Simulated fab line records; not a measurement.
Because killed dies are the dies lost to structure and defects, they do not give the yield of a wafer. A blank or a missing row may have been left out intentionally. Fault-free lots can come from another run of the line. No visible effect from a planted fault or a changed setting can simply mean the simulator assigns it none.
Check for tools in common	flow berkeleyCmos170	Lots sampled 14, wafers sampled 42

== WHY IT WAS OPENED ==
2 of 14 lots carry a flag on the reading NWELL_TW at UCB170_NWELL_TW_MEAS_16. No-fault wafers: 1251, standard deviation 12.
Rule: a lot is flagged when every wafer of it that has a number lies more than 4 standard deviations from that mean, or none has a number. The rest of the lots are taken to be sound.

lot	measured	on	NWELL_TW, wafer by wafer	flag
L680	day 2 06:13	filmMetro-04	1252 1254 1253	
L683	day 2 18:52	filmMetro-04	1251 1252 1258	
L682	day 2 19:10	filmMetro-03	1253 1248 1241	
L686	day 3 07:44	filmMetro-03	1425 1424 1419	FLAGGED
L688	day 4 03:17	filmMetro-04	1456 1454 1453	FLAGGED
L695	day 5 14:00	filmMetro-04	1262 1259 1262	
L696	day 5 14:16	filmMetro-02	1242 1239 1233	
L694	day 5 14:35	filmMetro-03	1244 1245 1240	
L697	day 5 21:11	filmMetro-02	1236 1240 1237	
L699	day 6 05:57	filmMetro-04	1266 1273 1264	
L700	day 6 11:41	filmMetro-03	1253 1242 1244	
L701	day 6 19:01	filmMetro-04	1261 1262 1259	
L702	day 6 22:20	filmMetro-02	1238 1235 1234	
L703	day 7 07:39	filmMetro-04	1254 1249 1253	
Average over the flagged lots: 1438; offset from the usual +188, equal to +16 standard deviations.

== LOT BY LOT: THE TOOL USED ==
The record holds 1 process step before the reading, out of a route of 331 steps. Each cell gives the tool, then ch followed by the chambers the sampled wafers passed through, then the start.
lot	flag	UCB170_NWELL_IMPLANT_14
L680		implanter-02 ch 0, day 2 06:00
L683		implanter-02 ch 0, day 2 18:37
L682		implanter-03 ch 0, day 2 18:56
L686	FLAGGED	implanter-03 ch 0, day 3 07:31
L688	FLAGGED	implanter-03 ch 0, day 4 03:02
L695		implanter-02 ch 0, day 5 13:45
L696		implanter-01 ch 0, day 5 14:04
L694		implanter-02 ch 0, day 5 14:20
L697		implanter-01 ch 0, day 5 20:56
L699		implanter-03 ch 0, day 6 05:42
L700		implanter-02 ch 0, day 6 11:28
L701		implanter-01 ch 0, day 6 18:47
L702		implanter-02 ch 0, day 6 22:05
L703		implanter-02 ch 0, day 7 07:24
What is done by these steps:
- UCB170_NWELL_IMPLANT_14
- UCB170_NWELL_TW_MEAS_16

== FLAGGED OVER TOTAL, TOOL BY TOOL (the gauges that took the reading come last) ==
step	tool	lots run	flagged	share of the flagged lots	sound lots run after its first flagged lot
UCB170_NWELL_IMPLANT_14	implanter-01	3	0	none	-
UCB170_NWELL_IMPLANT_14	implanter-02	7	0	none	-
UCB170_NWELL_IMPLANT_14	implanter-03	4	2	all	1 (L699)
UCB170_NWELL_TW_MEAS_16	filmMetro-02	3	0	none	-
UCB170_NWELL_TW_MEAS_16	filmMetro-03	4	1	some	2 (L694,L700)
UCB170_NWELL_TW_MEAS_16	filmMetro-04	7	1	some	4 (L695,L699,L701,L703)

== THE TABLE: WHAT IT ALLOWS ==
In the table, 1 row covers all flagged lots: implanter-03 at UCB170_NWELL_IMPLANT_14.
- implanter-03 at UCB170_NWELL_IMPLANT_14: 2 of its 4 lots flagged. After the first flagged lot (L699), sound lots still ran on it; a lasting fault on the whole tool would not permit that. Its own readings lie more than 4 standard deviations out on every wafer of the flagged lots: doseIonsCm2, faradayCurrentUA.
Every row of the table either missed a flagged lot or ran a sound lot after the first.

== WHAT HAD BEEN PUT IN BY THE SIMULATOR ==
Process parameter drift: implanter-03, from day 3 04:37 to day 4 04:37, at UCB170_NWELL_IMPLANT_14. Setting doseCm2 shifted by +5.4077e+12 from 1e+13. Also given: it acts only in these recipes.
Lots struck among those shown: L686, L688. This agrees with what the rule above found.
